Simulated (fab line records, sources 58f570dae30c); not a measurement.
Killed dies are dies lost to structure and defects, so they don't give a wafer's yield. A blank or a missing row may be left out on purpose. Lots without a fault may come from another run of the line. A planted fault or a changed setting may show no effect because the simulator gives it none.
Tool commonality check | flow berkeley_cmos170 | 13 lots, 42 wafers sampled

WHY IT WAS OPENED
At UCB170_NWELL_THK_MEAS_05 the reading NWELL_NITRIDE_THK is flagged on 1 of 13 lots. Wafers without a fault read 224.5 nm, standard deviation 2.5.
Rule: a lot is flagged when every wafer of it that has a number lies more than 4 standard deviations from that mean, or none has a number. The other lots count as sound.

lot  | measured    | on            | NWELL_NITRIDE_THK (nm), wafer by wafer | flag
L831 | day 2 13:42 | film_metro-03 | 228.5 228.7 226.4                      |
L830 | day 2 13:43 | film_metro-01 | 220.9 223.4 221.8                      |
L832 | day 3 01:43 | film_metro-03 | 222.9 225.4 224.1                      |
L834 | day 3 04:56 | film_metro-03 | 222.3 222.8 223.2                      |
L835 | day 3 12:35 | film_metro-03 | 222.6 224.6 223.2                      |
L837 | day 3 17:46 | film_metro-03 | 224.0 222.9 222.5                      |
L836 | day 3 17:47 | film_metro-04 | 223.2 223.4 222.7                      |
L838 | day 4 05:08 | film_metro-01 | 224.2 225.0 222.6                      |
L840 | day 4 09:51 | film_metro-03 | 229.0 229.5 228.6                      |
L839 | day 4 09:52 | film_metro-04 | 223.6 223.6 225.8                      |
L843 | day 5 03:54 | film_metro-03 | 224.3 224.6 223.9                      |
L845 | day 5 17:56 | film_metro-04 | 224.6 225.0 225.5                      |
L849 | day 6 15:37 | film_metro-04 | 213.4 214.0 211.6 213.5 213.9 211.7    | FLAGGED
The numbers of the flagged lots are 213.0 nm on average: -11.5 nm against the usual, or -5 standard deviations.

WHICH TOOL RAN EACH LOT
The record holds 1 process step before the reading, out of a route of 331 steps. In each cell: the tool, then ch and the chambers that the sampled wafers went through, then the start.
lot  | flag    | UCB170_NWELL_CVD_04
L831 |         | lpcvd-01 ch 1, day 2 11:46
L830 |         | lpcvd-01 ch 1, day 2 11:46
L832 |         | lpcvd-02 ch 0, day 2 23:47
L834 |         | lpcvd-02 ch 1, day 3 02:59
L835 |         | lpcvd-01 ch 1, day 3 10:38
L837 |         | lpcvd-01 ch 0, day 3 15:50
L836 |         | lpcvd-01 ch 0, day 3 15:50
L838 |         | lpcvd-02 ch 0, day 4 03:12
L840 |         | lpcvd-01 ch 1, day 4 07:55
L839 |         | lpcvd-01 ch 1, day 4 07:55
L843 |         | lpcvd-01 ch 0, day 5 01:58
L845 |         | lpcvd-01 ch 1, day 5 16:00
L849 | FLAGGED | lpcvd-01 ch 1, day 6 13:41
What these steps do:
- UCB170_NWELL_CVD_04: deposits Si3N4 from SiH2Cl2/NH3, target thk 224 nm, time 3360 s.
- UCB170_NWELL_THK_MEAS_05

FLAGGED OVER TOTAL, TOOL BY TOOL (the gauges that took the reading come last)
step                     | tool          | lots run | flagged | share of the flagged lots | sound lots run after its first flagged lot
UCB170_NWELL_CVD_04      | lpcvd-01      | 10       | 1       | all                       | 0
UCB170_NWELL_CVD_04      | lpcvd-02      | 3        | 0       | none                      | -
UCB170_NWELL_THK_MEAS_05 | film_metro-01 | 2        | 0       | none                      | -
UCB170_NWELL_THK_MEAS_05 | film_metro-03 | 7        | 0       | none                      | -
UCB170_NWELL_THK_MEAS_05 | film_metro-04 | 4        | 1       | all                       | 0

WHAT THE TABLE ALLOWS
2 rows of the table ran every flagged lot: lpcvd-01 at UCB170_NWELL_CVD_04, film_metro-04 at UCB170_NWELL_THK_MEAS_05.
- lpcvd-01 at UCB170_NWELL_CVD_04: 1 of its 10 lots flagged. Its last sound lot is L845 (day 5 16:00), its first flagged lot L849 (day 6 13:41): a fault that began between those two fits. Its own readings lie more than 4 standard deviations out on every wafer of the flagged lots: sih2cl2_flow_sccm.
- film_metro-04 at UCB170_NWELL_THK_MEAS_05: 1 of its 4 lots flagged. Its last sound lot is L845 (day 5 17:56), its first flagged lot L849 (day 6 15:37): a fault that began between those two fits.
Counting lots can't tell these 2 tools apart, because each fits a fault that began at some hour. More lots, or a look at what each step does to the wafer, might.

WHAT THE SIMULATOR HAD PUT IN
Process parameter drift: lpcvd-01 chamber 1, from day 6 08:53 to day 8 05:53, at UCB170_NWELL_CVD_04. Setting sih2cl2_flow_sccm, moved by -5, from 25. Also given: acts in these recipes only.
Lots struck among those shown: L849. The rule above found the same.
